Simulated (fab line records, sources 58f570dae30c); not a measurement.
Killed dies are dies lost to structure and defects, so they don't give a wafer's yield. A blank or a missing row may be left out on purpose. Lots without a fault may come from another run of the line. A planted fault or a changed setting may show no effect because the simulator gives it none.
One fault seen from 2 desks | flow berkeley_cmos170 | each desk has only its own numbers; what lay behind them comes last

THE METROLOGY DESK
What the gauges read, lot by lot, whatever tool the lot ran on: means of the sampled wafers that have a number. A lot is out of limits, marked OUT, if its mean lies more than 4 standard deviations from the usual mean; the brackets give that distance.
Columns: A = SILICIDE_TI_THK at UCB170_SILICIDE_THK_MEAS_03, usual 29.5 nm
lot  | first seen here | A
L130 | day 7 16:50     | 29.3
L131 | day 8 06:41     | 29.7
L132 | day 8 07:23     | 29.5
L135 | day 8 21:45     | 29.6
L136 | day 9 09:17     | 29.6
L137 | day 9 09:20     | 28.4
L140 | day 9 09:56     | 29.6
L139 | day 9 09:56     | 29.2
L141 | day 10 13:15    | 29.5
L143 | day 10 13:28    | 29.4
L142 | day 10 13:44    | 29.2
L144 | day 10 14:10    | 30.1
L146 | day 11 06:53    | 29.7
L145 | day 11 07:14    | 29.3
This desk's finding: nothing out of limits on any of the 14 lots.

THE TOOL OWNER'S DESK: rie_metal-02
The tool's own readings at UCB170_M1_METAL_ETCH_12 (etches Al in Cl2/BCl3, stops on PSG, target depth 780 nm, time 124.5 s): means of the sampled wafers that have a number, for each lot that ran on this tool. A lot is out of limits, marked OUT, if its mean lies more than 4 standard deviations from the usual mean; the brackets give that distance.
Columns: A = bias_w at UCB170_M1_METAL_ETCH_12, usual 120.0 W; B = drypump_motor_current_A at UCB170_M1_METAL_ETCH_12, usual 5.9 A; C = mfc_cl2_sccm at UCB170_M1_METAL_ETCH_12, usual 89.96 sccm; D = oes_product_au at UCB170_M1_METAL_ETCH_12, usual 0.870 a.u.; E = throttle_valve_pct at UCB170_M1_METAL_ETCH_12, usual 24.38 %
lot  | first seen here | A               | B   | C     | D     | E
L131 | day 8 13:19     | 119.9           | 6.0 | 90.08 | 0.874 | 24.47
L135 | day 9 06:10     | 119.9           | 5.9 | 90.00 | 0.866 | 24.60
L136 | day 9 17:36     | 119.9           | 5.9 | 90.24 | 0.868 | 24.60
L140 | day 9 18:40     | 119.9           | 6.1 | 89.61 | 0.872 | 24.36
L142 | day 10 22:56    | 120.2           | 6.0 | 90.07 | 0.853 | 24.48
L144 | day 10 23:23    | 147.9 (+82) OUT | 6.0 | 90.06 | 0.860 | 24.48
L145 | day 11 14:23    | 148.0 (+82) OUT | 6.0 | 89.82 | 0.858 | 24.49
This desk's finding: out of limits on L144, L145; first on L144, day 10 23:23 (bias_w at UCB170_M1_METAL_ETCH_12). In limits: L131, L135, L136, L140, L142.

PUT TOGETHER
The tool owner's desk could have raised an alarm at day 10 23:23, on L144, L145.
The metrology desk saw nothing out of limits.
The metrology desk has L144, L145 on record, within its limits.
Of the lots named, all ran UCB170_M1_METAL_ETCH_12 on rie_metal-02.

WHAT THE SIMULATOR HAD PUT IN
Process parameter drift: rie_metal-02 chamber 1, from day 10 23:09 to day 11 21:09, at UCB170_M1_METAL_ETCH_12. Setting bias_w, moved by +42, from 120. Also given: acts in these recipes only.
Lots struck among those shown: L144, L145.
Hours from the fault's start to each desk's first reading out of limits: the tool owner's desk, 0.
